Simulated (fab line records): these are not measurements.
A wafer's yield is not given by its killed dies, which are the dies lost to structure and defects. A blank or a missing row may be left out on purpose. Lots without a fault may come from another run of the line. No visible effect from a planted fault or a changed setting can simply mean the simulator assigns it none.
Which tool was responsible?	flow berkeleyCmos170	route of 331 steps, sampled at 1 step: 14 lots, 42 wafers

## WHAT THE GAUGES SHOWED, per wafer
UCB170_CONTACT_CD_MEAS_15: target cd 700 nm. Usual: cdNm 699.5 nm, standard deviation 1.7.
lot	measured	on	cdNm (nm)	flag
L816	day 7 06:08	cdSem-02	699.0 698.9 697.2	
L818	day 7 06:56	cdSem-01	697.5 699.1 699.5	
L817	day 7 07:04	cdSem-02	698.8 697.6 698.0	
L819	day 7 10:59	cdSem-02	699.4 699.0 698.5	
L821	day 7 19:28	cdSem-01	700.1 699.6 701.1	
L820	day 7 19:43	cdSem-02	697.9 696.1 699.3	
L822	day 8 06:12	cdSem-02	702.1 701.8 703.7	
L823	day 8 06:34	cdSem-01	698.1 697.7 698.2	
L824	day 9 01:08	cdSem-01	699.9 700.3 700.2	
L825	day 9 01:15	cdSem-01	704.1 703.4 704.0	
L827	day 9 06:23	cdSem-01	697.3 699.1 697.6	
L828	day 9 06:31	cdSem-01	699.9 699.9 699.5	
L832	day 10 00:41	cdSem-01	699.1 698.0 698.1	
L839	day 11 12:49	cdSem-01	699.5 698.5 698.9	

## EACH LOT AND THE TOOL THAT RAN IT (in order: tool; ch and the chambers of the sampled wafers; start)
There is no process step in the record ahead of these readings.

## WHAT THE TOOLS THEMSELVES READ (means of the sampled wafers that have a number; where no wafer has one, the mark that the record gives instead)
The record holds no such reading with a usual standard deviation.

## THE ANSWER, worked out from the rows above alone
Rule: a lot is off if the mean of its wafers that have a number lies more than 3 standard deviations from the usual mean. Also off: a lot with no number at a reading for which 4 or more lots have one. The other lots that the step has rows for count as sound. First the gauges in route order, then the tools' own readings, where a lot's mean is used as printed above. The first step at which some lot is off is used, and at that step the reading that is off furthest; a lot without a number counts as furthest.
Nothing can be told from this: no lot is off at any reading shown.

## WHAT HAD BEEN PUT IN BY THE SIMULATOR
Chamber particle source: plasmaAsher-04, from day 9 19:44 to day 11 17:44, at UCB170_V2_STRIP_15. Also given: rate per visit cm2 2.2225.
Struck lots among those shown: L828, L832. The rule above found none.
